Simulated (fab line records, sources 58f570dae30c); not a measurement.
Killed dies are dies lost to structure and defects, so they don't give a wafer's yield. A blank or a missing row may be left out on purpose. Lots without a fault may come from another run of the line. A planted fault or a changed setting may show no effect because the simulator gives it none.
Which tool did it? | flow berkeley_cmos170 | 14 lots, 42 wafers sampled, at 4 steps of a route of 331

WHAT THE GAUGES READ, wafer by wafer
UCB170_PVT_TW_MEAS_09. Usual: PVT_TW 511.0, standard deviation 2.9.
lot  | measured     | on            | PVT_TW            | flag
L969 | day 6 10:06  | film_metro-04 | 504.7 506.9 507.9 |
L970 | day 6 21:01  | film_metro-03 | 511.9 512.2 511.6 |
L971 | day 6 21:32  | film_metro-04 | 506.7 509.0 506.4 |
L972 | day 7 14:47  | film_metro-03 | 513.4 512.7 513.6 |
L973 | day 7 14:31  | film_metro-03 | 514.4 513.8 513.2 |
L975 | day 7 20:41  | film_metro-04 | 512.1 505.6 508.1 |
L977 | day 8 03:40  | film_metro-04 | 508.2 509.6 507.6 |
L983 | day 8 23:11  | film_metro-04 | 506.7 507.3 509.8 |
L981 | day 8 23:05  | film_metro-04 | 507.6 514.0 511.6 |
L985 | day 9 19:43  | film_metro-03 | 516.6 512.5 518.0 |
L987 | day 10 09:30 | film_metro-01 | 514.6 512.8 514.1 |
L989 | day 10 21:49 | film_metro-04 | 511.2 510.2 509.2 |
L991 | day 11 02:34 | film_metro-04 | 510.6 512.7 512.0 |
L992 | day 11 19:32 | film_metro-03 | 511.6 510.1 512.1 |

UCB170_GATE_THK_MEAS_02. Usual: GATE_OXIDE_THK 6.65 nm, standard deviation 0.12.
lot  | measured     | on            | GATE_OXIDE_THK (nm) | flag
L969 | day 6 15:20  | film_metro-04 | 6.60 6.71 6.68      |
L970 | day 7 03:49  | film_metro-04 | 6.58 6.68 6.63      |
L971 | day 7 03:49  | film_metro-02 | 6.70 6.60 6.57      |
L972 | day 7 20:05  | film_metro-03 | 6.54 6.59 6.50      |
L973 | day 7 20:05  | film_metro-02 | 6.63 6.66 6.72      |
L975 | day 8 03:34  | film_metro-03 | 6.64 6.49 6.69      |
L977 | day 8 09:54  | film_metro-04 | 6.53 6.36 6.37      |
L983 | day 9 08:08  | film_metro-03 | 6.78 6.68 6.74      |
L981 | day 9 08:08  | film_metro-04 | 6.77 6.68 6.74      |
L985 | day 10 02:02 | film_metro-02 | 6.41 6.32 6.47      |
L987 | day 10 16:46 | film_metro-04 | 6.65 6.73 6.73      |
L989 | day 11 04:32 | film_metro-02 | 6.79 6.61 6.72      |
L991 | day 11 04:32 | film_metro-03 | 6.69 6.64 6.68      |
L992 | day 12 00:31 | film_metro-02 | 6.62 6.61 6.58      |

WHICH TOOL RAN EACH LOT (tool, then ch and the chambers of the sampled wafers, then the start)
lot  | UCB170_PFIELD_STRIP_08              | UCB170_PVT_IMPLANT_07
L969 | plasma_asher-02 ch 0,1, day 4 23:42 | implanter-01 ch 0, day 6 09:51
L970 | plasma_asher-03 ch 0,1, day 5 07:10 | implanter-01 ch 0, day 6 20:46
L971 | plasma_asher-02 ch 0,1, day 5 07:58 | implanter-03 ch 0, day 6 21:18
L972 | plasma_asher-02 ch 0, day 6 00:35   | implanter-03 ch 0, day 7 14:34
L973 | plasma_asher-01 ch 0,1, day 6 01:02 | implanter-01 ch 0, day 7 14:16
L975 | plasma_asher-02 ch 0,1, day 6 07:28 | implanter-04 ch 0, day 7 20:26
L977 | plasma_asher-02 ch 0,1, day 6 14:04 | implanter-03 ch 0, day 8 03:25
L983 | plasma_asher-02 ch 0,1, day 7 09:39 | implanter-03 ch 0, day 8 22:57
L981 | plasma_asher-03 ch 0,1, day 7 09:52 | implanter-04 ch 0, day 8 22:51
L985 | plasma_asher-01 ch 0,1, day 8 01:37 | implanter-04 ch 0, day 9 19:29
L987 | plasma_asher-03 ch 0,1, day 8 10:17 | implanter-01 ch 0, day 10 09:15
L989 | plasma_asher-02 ch 0,1, day 9 02:06 | implanter-03 ch 0, day 10 21:35
L991 | plasma_asher-03 ch 0,1, day 9 14:54 | implanter-03 ch 0, day 11 02:19
L992 | plasma_asher-03 ch 0,1, day 9 22:35 | implanter-01 ch 0, day 11 19:19
- UCB170_PFIELD_STRIP_08: strips in O2.
- UCB170_PVT_IMPLANT_07

WHAT THE TOOLS THEMSELVES READ (means of the sampled wafers that have a number; where no wafer has one, the mark that the record gives instead)
UCB170_PFIELD_STRIP_08. Usual: drypump_motor_current_A 5.88 A, standard deviation 0.27; oes_product_au 0.735 a.u., standard deviation 0.0042; strip_time_to_endpoint_s 21.61 s, standard deviation 0.069.
lot  | tool            | drypump_motor_current_A (A) | oes_product_au (a.u.) | strip_time_to_endpoint_s (s) | flag
L969 | plasma_asher-02 | 6.01                        | 0.734                 | 21.69                        |
L970 | plasma_asher-03 | 5.87                        | 0.731                 | 21.59                        |
L971 | plasma_asher-02 | 5.86                        | 0.734                 | 21.73                        |
L972 | plasma_asher-02 | 6.21                        | 0.735                 | 21.61                        |
L973 | plasma_asher-01 | 5.70                        | 0.735                 | 21.59                        |
L975 | plasma_asher-02 | 6.02                        | 0.733                 | 21.62                        |
L977 | plasma_asher-02 | 5.84                        | 0.738                 | 21.67                        |
L983 | plasma_asher-02 | 5.84                        | 0.737                 | 21.64                        |
L981 | plasma_asher-03 | 5.82                        | 0.735                 | 21.61                        |
L985 | plasma_asher-01 | 5.96                        | 0.736                 | 21.64                        |
L987 | plasma_asher-03 | 5.81                        | 0.736                 | 21.73                        |
L989 | plasma_asher-02 | 5.85                        | 0.733                 | 21.51                        |
L991 | plasma_asher-03 | 5.87                        | 0.734                 | 21.52                        |
L992 | plasma_asher-03 | 5.86                        | 0.734                 | 21.58                        |

UCB170_PVT_IMPLANT_07. Usual: beam_on_s 10.01 s, standard deviation 0.22; dose_ions_cm2 1.9998e+12, standard deviation 2.3e+09; faraday_current_uA 6.34, standard deviation 0.14; tilt_deg 7.002 degrees, standard deviation 0.021.
lot  | tool         | beam_on_s (s) | dose_ions_cm2 | faraday_current_uA | tilt_deg (degrees) | flag
L969 | implanter-01 | 10.17         | 1.9956e+12    | 6.25               | 7.008              |
L970 | implanter-01 | 9.99          | 1.9991e+12    | 6.35               | 6.987              |
L971 | implanter-03 | 10.09         | 1.9984e+12    | 6.28               | 7.012              |
L972 | implanter-03 | 9.90          | 1.9969e+12    | 6.40               | 7.001              |
L973 | implanter-01 | 9.86          | 1.9983e+12    | 6.44               | 6.961              |
L975 | implanter-04 | 10.12         | 1.9983e+12    | 6.29               | 6.999              |
L977 | implanter-03 | 9.80          | 1.9994e+12    | 6.46               | 6.999              |
L983 | implanter-03 | 9.82          | 2.0044e+12    | 6.44               | 7.000              |
L981 | implanter-04 | 10.14         | 2.0266e+12    | 6.36               | 7.023              | OFF
L985 | implanter-04 | 9.89          | 2.0227e+12    | 6.52               | 7.000              | OFF
L987 | implanter-01 | 9.92          | 2.0002e+12    | 6.41               | 7.020              |
L989 | implanter-03 | 9.94          | 2.0021e+12    | 6.39               | 7.006              |
L991 | implanter-03 | 9.91          | 1.9983e+12    | 6.40               | 6.980              |
L992 | implanter-01 | 9.89          | 1.9989e+12    | 6.40               | 6.997              |

THE ANSWER, worked out from the rows above alone
Rule: a lot is off if the mean of its wafers that have a number lies more than 3 standard deviations from the usual mean. A lot without any number at a reading at which 4 lots or more have one is off too. The other lots that the step has rows for count as sound. The gauges are gone through in route order, then the tools' own readings, and for those a lot's mean is taken as printed above. The first step at which some lot is off is used, and at that step the reading that is off furthest; a lot without a number counts as furthest.
Off: L981, L985, at UCB170_PVT_IMPLANT_07 (dose_ions_cm2).
A tool fits if, at that step or a process step before it, it ran every lot that is off, and no sound lot after the first of them. One fits: implanter-04 at UCB170_PVT_IMPLANT_07. Its last sound lot is L975 (day 7 20:26), its first lot that is off L981 (day 8 22:51): a fault that began between those two fits.
The tool's own readings at UCB170_PVT_IMPLANT_07 bear it out: on the lots that are off they differ by more than 5 times the standard deviation of the sound lots' means. dose_ions_cm2 reads 2.0246e+12 there against 1.9992e+12 on the sound lots.

WHAT THE SIMULATOR HAD PUT IN
Process parameter drift: implanter-04, from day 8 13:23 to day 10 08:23, at UCB170_PVT_IMPLANT_07. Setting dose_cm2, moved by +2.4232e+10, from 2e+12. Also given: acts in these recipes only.
Lots struck among those shown: L981, L985. The rule above found the same.
